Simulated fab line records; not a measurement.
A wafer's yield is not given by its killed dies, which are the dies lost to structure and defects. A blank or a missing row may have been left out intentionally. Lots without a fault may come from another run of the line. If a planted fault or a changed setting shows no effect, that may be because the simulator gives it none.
Problem report in the 8D (eight disciplines) form, filled by code ; flow rit-cmos ; the parts of the form that need people (team, actions taken, sign-off) are left out

## 1. THE ISSUE
RIT_GATE_ETCH_19, run-length-s: mean 234.4 s over 1 wafer from 1 lot; wafers with no fault: 193.3 s, standard deviation 0.38. That is +99 or more standard deviations from the usual mean.
The step: etches poly-Si in SF6/CHF3/O2, stops on SiO2, time 165 s, target depth 312.5 nm.
First observed at day 7 03:11: wafer L750.2, on rie-si-02. Wafers with a number at this step in the record: 15, from 5 lots. Rule for "out", or "out of limits": more than 4 standard deviations from the usual mean. All remaining wafers that have a number are taken as sound.

## 2. WHAT IT IS, WHAT IT ISN'T
question;is;is not
which readings at this step;run-length-s, oes-product-au;SF6_flow_sccm, chamber-pressure-mTorr, drypump-motor-current-A, throttle-valve-pct
which lots;L750;L732, L740, L743, L751
which wafers of those lots;L750.2;L750.3, L750.5
read on which tools;rie-si-02;rie-si-01
when;from day 7 03:11;"up to then (11 sound wafers); but 3 sound wafers of L751 came after"

## 3. THE SUSPECTS, EACH WITH WHAT RULES IT OUT
Counting: a tool at a process step up to the reading stays a suspect if it ran every lot that is out. Sound lots after the first of them don't rule it out here, since some wafers of a struck lot are sound.
- rie-si-02 at RIT_GATE_ETCH_19 (etches poly-Si in SF6/CHF3/O2, stops on SiO2, time 165 s, target depth 312.5 nm): kept. It ran the lot that is out, L750 (day 7 03:11); its last sound lot up to then is L740 (day 5 00:01). Out on those wafers are its own readings of oes-product-au, run-length-s.
- rie-si-02, RIT_GATE_ETCH_19: wafers that are out in chamber 3, sound lot-mates in chambers 0, 2.
Left after counting: rie-si-02 at RIT_GATE_ETCH_19.

## 4. THE CAUSE (what the simulator had put in)
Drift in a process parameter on rie-si-02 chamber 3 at RIT_GATE_ETCH_19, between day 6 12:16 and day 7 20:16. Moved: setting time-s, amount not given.
Counting left only this tool.

## 5. SEQUENCE OF EFFECTS, ordered by route
One row per reading whose mean, taken over the struck wafers that have a number, lies over 3 standard deviations from the usual. Only readings for which the record gives a usual standard deviation are gone through. hours: the time from each lot's start at the first step in this table that gives one to its start at this step, as a median over the lots. sigmas: the change in usual standard deviations.
hours;step;reading;usual;on struck wafers;change;sigmas
0;RIT_GATE_ETCH_19;oes-product-au;0.818 a.u.;0.704;-0.114;-7.6
0;RIT_GATE_ETCH_19;run-length-s;193.3 s;234.4;+41.1;+99 or more
Its process steps:
- RIT_GATE_ETCH_19: etches poly-Si in SF6/CHF3/O2, stops on SiO2, time 165 s, target depth 312.5 nm.

## 6. HOW IT WOULD HAVE BEEN CAUGHT EARLIER
15 hours passed between the start of the fault at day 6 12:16 and the first reading out of limits in this record, taken at day 7 03:11.
